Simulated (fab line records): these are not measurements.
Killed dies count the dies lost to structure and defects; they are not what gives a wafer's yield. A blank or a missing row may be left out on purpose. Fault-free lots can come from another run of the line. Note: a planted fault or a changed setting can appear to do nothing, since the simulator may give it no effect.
Struck lot and sound lot, side by side / flow rit_cmos / 44 steps out of a route of 202
Sound: these wafers, L382.1, L382.4, L382.6. Struck: wafers L387.1, L387.2, L387.3. The cause is named last.
For every step that has rows: the tool of each side, followed by ch and its chambers, followed by its first start. Under that, the readings that differ: sound wafers / struck wafers / difference of the means / sigmas: that difference in standard deviations of wafers without a fault.
alike: readings with means less than 2 such deviations apart, plus words and numbers identical on both sides. not compared: withheld readings, readings lacking a value on some wafer, bounds such as >300 that could conceal the same value, and numbers that have no deviation in the record and whose values overlap.
A row with sigmas, a row that says differs or no value, or rows on one side alone: a step with any of these is where the two part. Non-overlapping numbers with no deviation appear without sigmas and do not part them. A reading missing from all wafers of one side parts the sides only when that side holds two or more wafers.

first, 2 steps without rows for these wafers: RIT_NLDD_HARDBAKE_07 (time 60 s); RIT_NLDD_IMPLANT_08.
RIT_NLDD_STRIP_09: strips in O2, time 180 s.
  sound on plasma_asher-02 ch 0,1, day 3 04:27; struck on plasma_asher-01 ch 0,1, day 4 05:33
  alike: drypump_motor_current_A, o2_flow_sccm
  not compared: rf_hours_counter_h
RIT_NLDD_TW_MEAS_10:
  sound on film_metro-01, day 3 04:38; struck on film_metro-04, day 4 05:44
  alike: NLDD_TW
then, 6 steps without rows for these wafers: RIT_PLDD_HMDS_00 (prime time 60 s); RIT_PLDD_COAT_01 (resist thk 1000 nm); RIT_PLDD_SOFTBAKE_02 (time 60 s); RIT_PLDD_EXPOSE_03 (exposes mask M8, target cd 40900 nm); RIT_PLDD_PEB_04; RIT_PLDD_DEVELOP_05 (develop time 50 s).
RIT_PLDD_OVL_MEAS_06:
  sound on overlay-02, day 3 05:44; struck on overlay-01, day 4 06:46
  alike: PLDD_OVL
then, 1 step without rows for these wafers: RIT_PLDD_HARDBAKE_07 (time 60 s).
RIT_PLDD_IMPLANT_08:
  sound on implanter-04 ch 0, day 3 05:56; struck on implanter-04 ch 0, day 4 06:57
reading=implant_ion_amu; sound=49 49 49; struck=11 11 11; difference=-38; sigmas=
reading=model.implant.rp_nm (nm); sound=17.29 17.29 17.29; struck=66.9 66.9 66.9; difference=+49.6; sigmas=
reading=model.implant.drp_nm (nm); sound=9.752 9.752 9.752; struck=28.34 28.34 28.34; difference=+18.59; sigmas=
  alike: beam_energy_keV
RIT_PLDD_STRIP_09: strips in O2, time 180 s.
  sound on plasma_asher-04 ch 0,1, day 3 06:05; struck on plasma_asher-01 ch 0,1, day 4 07:06
  alike: drypump_motor_current_A, o2_flow_sccm
  not compared: rf_hours_counter_h
RIT_PLDD_TW_MEAS_10:
  sound on film_metro-01, day 3 06:15; struck on film_metro-02, day 4 07:16
reading=PLDD_TW; sound=2385 2396 2397; struck=1599 1593 1588; difference=-799; sigmas=-35
then, 4 steps without rows for these wafers: RIT_SPACER_CLEAN_00 (cleans in SC1, time 600 s); RIT_SPACER_CLEAN_01 (cleans in dHF, time 30 s); RIT_SPACER_CLEAN_02 (cleans in SC2, time 600 s); RIT_SPACER_CVD_03 (deposits Si3N4 from SiH2Cl2/NH3, target thk 250 nm, time 3300 s).
RIT_SPACER_THK_MEAS_04:
  sound on film_metro-02, day 3 08:35; struck on film_metro-04, day 4 09:50
  alike: SPACER_NITRIDE_THK
RIT_SPACER_ETCHBACK_05: etches Si3N4 in SF6/CHF3, stops on SiO2, target depth 250 nm, time 240 s.
  sound on rie_diel-04 ch 0,1,2, day 3 08:39; struck on rie_diel-02 ch 0,1,3, day 4 09:54
reading=oes_product_au (a.u.); sound=0.850 0.859 0.857; struck=0.810 0.827 0.848; difference=-0.027; sigmas=-2
  alike: drypump_motor_current_A, throttle_valve_pct
  not compared: rf_hours_counter_h
then, 6 steps without rows for these wafers: RIT_NSD_HMDS_00 (prime time 60 s); RIT_NSD_COAT_01 (resist thk 1000 nm); RIT_NSD_SOFTBAKE_02 (time 60 s); RIT_NSD_EXPOSE_03 (exposes mask M9, target cd 40700 nm); RIT_NSD_PEB_04; RIT_NSD_DEVELOP_05 (develop time 50 s).
RIT_NSD_OVL_MEAS_06:
  sound on overlay-01, day 3 09:47; struck on overlay-01, day 4 10:54
  alike: NSD_OVL
then, 2 steps without rows for these wafers: RIT_NSD_HARDBAKE_07 (time 60 s); RIT_NSD_IMPLANT_08.
RIT_NSD_STRIP_09: strips in O2, time 180 s.
  sound on plasma_asher-04 ch 0,1, day 3 10:07; struck on plasma_asher-04 ch 0,1, day 4 11:14
  alike: drypump_motor_current_A, o2_flow_sccm
  not compared: rf_hours_counter_h
RIT_NSD_TW_MEAS_10:
  sound on film_metro-01, day 3 10:17; struck on film_metro-01, day 4 11:25
  alike: NSD_TW
then, 6 steps without rows for these wafers: RIT_PSD_HMDS_00 (prime time 60 s); RIT_PSD_COAT_01 (resist thk 1000 nm); RIT_PSD_SOFTBAKE_02 (time 60 s); RIT_PSD_EXPOSE_03 (exposes mask M10, target cd 40900 nm); RIT_PSD_PEB_04; RIT_PSD_DEVELOP_05 (develop time 50 s).
RIT_PSD_OVL_MEAS_06:
  sound on overlay-01, day 3 11:20; struck on overlay-02, day 4 12:19
  alike: PSD_OVL
then, 2 steps without rows for these wafers: RIT_PSD_HARDBAKE_07 (time 60 s); RIT_PSD_IMPLANT_08.
RIT_PSD_STRIP_09: strips in O2, time 180 s.
  sound on plasma_asher-02 ch 0, day 3 11:40; struck on plasma_asher-02 ch 0,1, day 4 12:40
  alike: drypump_motor_current_A, o2_flow_sccm
  not compared: rf_hours_counter_h
RIT_SDANNEAL_RS_MEAS_06: a four-point-probe measurement.
  sound on film_metro-04, day 3 12:34; struck on film_metro-01, day 4 13:34
reading=PLDD_RS (ohm/sq); sound=179.1 178.2 178.4; struck=129.9 129.6 129.4; difference=-48.9; sigmas=-98
RIT_M1_PROBE_99:
  sound on prober-01, day 3 19:49; struck on prober-02, day 4 21:48
  alike: killed_at_contacts, killed_at_front_end, killed_dies, killed_open, killed_short

## WHERE THEY PART
Last at RIT_SDANNEAL_RS_MEAS_06 as far as this record goes, first at RIT_PLDD_TW_MEAS_10. Later steps at which nothing parts them and some readings are alike: RIT_M1_PROBE_99.

WHY: what had been put in by the simulator
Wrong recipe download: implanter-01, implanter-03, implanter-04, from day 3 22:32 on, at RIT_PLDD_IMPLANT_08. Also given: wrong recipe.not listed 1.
